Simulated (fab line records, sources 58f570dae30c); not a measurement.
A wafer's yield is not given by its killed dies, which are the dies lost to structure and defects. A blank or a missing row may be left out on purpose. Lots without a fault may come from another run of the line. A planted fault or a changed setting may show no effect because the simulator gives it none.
Split-lot experiment / flow berkeley cmos170 / 23 wafers read from 5 lots, route of 331 steps

THE SPLIT
At UCB170_NWELL_ETCH_13 (etches Si3N4 in CH3F/Ar/O2, stops on SiO2, target depth 246.4 nm, time 154 s), the setting time s was moved away from the recipe's 154 s on 9 of the 23 wafers read, by -14.4% to -4.5%. This setting was run at the recipe's value on the other wafers.

The reading comes from the split's own step.

THE READING
oes product au, in a.u., at UCB170_NWELL_ETCH_13 (etches Si3N4 in CH3F/Ar/O2, stops on SiO2, target depth 246.4 nm, time 154 s). On this fab line, fault-free wafers typically give 0.934 a.u. with a standard deviation of 0.016 a.u.

wafer=L078.1; tool, chamber at the split=rie diel-01, 3; time s as run, s=154; against the recipe=recipe; oes product au, a.u.=0.959; against lot-mates on the recipe=-
wafer=L078.4; tool, chamber at the split=rie diel-01, 1; time s as run, s=154; against the recipe=recipe; oes product au, a.u.=0.903; against lot-mates on the recipe=-
wafer=L078.5; tool, chamber at the split=rie diel-01, 3; time s as run, s=154; against the recipe=recipe; oes product au, a.u.=0.943; against lot-mates on the recipe=-
wafer=L079.1; tool, chamber at the split=rie diel-04, 0; time s as run, s=143.4; against the recipe=-6.9%; oes product au, a.u.=0.983; against lot-mates on the recipe=+0.053
wafer=L079.2; tool, chamber at the split=rie diel-04, 3; time s as run, s=154; against the recipe=recipe; oes product au, a.u.=0.934; against lot-mates on the recipe=-
wafer=L079.4; tool, chamber at the split=rie diel-04, 2; time s as run, s=154; against the recipe=recipe; oes product au, a.u.=0.925; against lot-mates on the recipe=-
wafer=L079.5; tool, chamber at the split=rie diel-04, 3; time s as run, s=143.4; against the recipe=-6.9%; oes product au, a.u.=0.988; against lot-mates on the recipe=+0.058
wafer=L079.6; tool, chamber at the split=rie diel-04, 2; time s as run, s=143.4; against the recipe=-6.9%; oes product au, a.u.=0.969; against lot-mates on the recipe=+0.039
wafer=L080.1; tool, chamber at the split=rie diel-01, 2; time s as run, s=147; against the recipe=-4.5%; oes product au, a.u.=0.930; against lot-mates on the recipe=+0.008
wafer=L080.3; tool, chamber at the split=rie diel-01, 1; time s as run, s=147; against the recipe=-4.5%; oes product au, a.u.=0.932; against lot-mates on the recipe=+0.010
wafer=L080.4; tool, chamber at the split=rie diel-01, 0; time s as run, s=154; against the recipe=recipe; oes product au, a.u.=0.931; against lot-mates on the recipe=-
wafer=L080.5; tool, chamber at the split=rie diel-01, 0; time s as run, s=154; against the recipe=recipe; oes product au, a.u.=0.933; against lot-mates on the recipe=-
wafer=L080.6; tool, chamber at the split=rie diel-01, 1; time s as run, s=154; against the recipe=recipe; oes product au, a.u.=0.902; against lot-mates on the recipe=-
wafer=L081.1; tool, chamber at the split=rie diel-03, 0; time s as run, s=154; against the recipe=recipe; oes product au, a.u.=0.923; against lot-mates on the recipe=-
wafer=L081.2; tool, chamber at the split=rie diel-03, 1; time s as run, s=131.9; against the recipe=-14.4%; oes product au, a.u.=1.016; against lot-mates on the recipe=+0.081
wafer=L081.3; tool, chamber at the split=rie diel-03, 2; time s as run, s=154; against the recipe=recipe; oes product au, a.u.=0.936; against lot-mates on the recipe=-
wafer=L081.5; tool, chamber at the split=rie diel-03, 3; time s as run, s=154; against the recipe=recipe; oes product au, a.u.=0.945; against lot-mates on the recipe=-
wafer=L081.6; tool, chamber at the split=rie diel-03, 2; time s as run, s=131.9; against the recipe=-14.4%; oes product au, a.u.=1.010; against lot-mates on the recipe=+0.075
wafer=L084.1; tool, chamber at the split=rie diel-04, 3; time s as run, s=154; against the recipe=recipe; oes product au, a.u.=0.950; against lot-mates on the recipe=-
wafer=L084.2; tool, chamber at the split=rie diel-04, 2; time s as run, s=145.1; against the recipe=-5.8%; oes product au, a.u.=0.966; against lot-mates on the recipe=+0.019
wafer=L084.3; tool, chamber at the split=rie diel-04, 0; time s as run, s=145.1; against the recipe=-5.8%; oes product au, a.u.=0.980; against lot-mates on the recipe=+0.033
wafer=L084.5; tool, chamber at the split=rie diel-04, 3; time s as run, s=154; against the recipe=recipe; oes product au, a.u.=0.946; against lot-mates on the recipe=-
wafer=L084.6; tool, chamber at the split=rie diel-04, 0; time s as run, s=154; against the recipe=recipe; oes product au, a.u.=0.945; against lot-mates on the recipe=-

FIT RESULTS
A straight line over all 23 wafers: oes product au changes by -0.00562 a.u. for each +1% of time s; r = -0.84; the points scatter about the line by 0.016 a.u.
The same after taking each lot's own level away (the mean of its wafers on the recipe; 23 wafers): -0.00562 a.u. for each +1%; r = -0.88; scatter 0.014 a.u.
According to that fit, moving time s by its largest amount changes the reading by 0.081 a.u.
Across the lots, their own levels run from 0.9220 to 0.9470 a.u., a range of 1.6 times the standard deviation given above.
Consequently the slope shifts little with the lot-to-lot level, the two slopes agreeing.
Check: for one of the wafers moved furthest among these (-14.4%), held out of the fit, the line's prediction against its lot-mates is +0.0793 a.u. It came out at +0.0813 a.u. against them.
Tool readings at the split's step, against how far the setting was moved: oes product au r = -0.84.

OTHER SPLITS APPLIED TO THESE WAFERS
Other splits were also applied to these wafers ahead of the reading. Each is held against what the fit with the lots' levels taken away leaves over:
other split on the same wafers=UCB170_START_OXIDATION_02 ox time s; wafers away from the commonest value=10; r with oes product au (lot level and that fit taken away)=+0.18
other split on the same wafers=UCB170_NWELL_COAT_07 spin rpm; wafers away from the commonest value=6; r with oes product au (lot level and that fit taken away)=+0.20

THE WHOLE CHAIN: every reading that the file lists as answering this split, in the file's order
step=UCB170_NWELL_ETCH_13; what it does=etches Si3N4 in CH3F/Ar/O2, stops on SiO2, target depth 246.4 nm, time 154 s; reading=oes product au; change (the file's fit)=-0.0054 a.u. for each +1% of the setting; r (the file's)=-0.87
step=UCB170_NWELL_ETCH_13; what it does=etches Si3N4 in CH3F/Ar/O2, stops on SiO2, target depth 246.4 nm, time 154 s; reading=KrF_of_NWELL_COAT_07.thk nm (the simulator's own value, which no gauge read); change (the file's fit)=-1.71 nm for each +1% of the setting, in a fit together with spin rpm@NWELL_COAT_07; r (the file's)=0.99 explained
step=UCB170_NWELL_STRIP_15; what it does=strips in O2; reading=strip time to endpoint s; change (the file's fit)=withheld for each +1% of the setting, in a fit together with spin rpm@NWELL_COAT_07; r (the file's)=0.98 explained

FILE'S OWN FIT
oes product au changes by -0.0054 a.u. for each +1% of time s, r = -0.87.
